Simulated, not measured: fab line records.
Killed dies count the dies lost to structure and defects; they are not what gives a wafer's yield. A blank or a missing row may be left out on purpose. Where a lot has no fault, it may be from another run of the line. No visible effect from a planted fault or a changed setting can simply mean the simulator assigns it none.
Struck lot and sound lot, side by side | flow berkeley-cmos170 | 4 out of 331 route steps
Sound: these wafers, L273.1, L273.5, L273.6. Struck: wafers L265.2, L265.3, L265.4. Last of all comes the cause.
Order at every step that has rows: each side's tool, ch and its chambers, its first start. Under that, the readings that differ: sound wafers | struck wafers | difference of the means | sigmas: that difference in standard deviations of wafers without a fault.
alike: words and numbers the same on both sides, and readings whose means are apart by under 2 such deviations; not compared: readings that were withheld, readings missing a value for some wafer, numbers with overlapping values and no deviation given by the record, and bounds like >300 which may hide the same value.
A row with sigmas, a row that says differs or no value, or rows on one side alone: a step with any of these is where the two part. Numbers that have no deviation but don't overlap get no sigmas and don't part them. A reading missing from all wafers of one side parts the sides only when that side holds two or more wafers.

UCB170_START_BOW_MEAS_00:
  struck on film-metro-04, day 3 22:01; sound on film-metro-03, day 5 14:00
  alike: INCOMING_BOW
UCB170_START_CLEAN_01: cleans in dHF, time 60 s.
  sound on wet-bench-02 ch 0, day 5 15:27; struck on wet-bench-02 ch 1, day 3 22:39
  no value came back on the struck wafers for run-length-s (s), time-s (s); on the sound wafers run-length-s (s) reads 86 86 86
then, 1 step without rows for these wafers: UCB170_START_OXIDATION_02 (target thk 20 nm, ox time 1800 s).
UCB170_M3_PROBE_99:
  the record has rows for the sound wafers here (prober-01, day 12 02:20) and none for the struck ones

WHERE THEY PART
Last at UCB170_M3_PROBE_99 as far as this record goes, first at UCB170_START_CLEAN_01.

WHY: the cause the simulator had injected
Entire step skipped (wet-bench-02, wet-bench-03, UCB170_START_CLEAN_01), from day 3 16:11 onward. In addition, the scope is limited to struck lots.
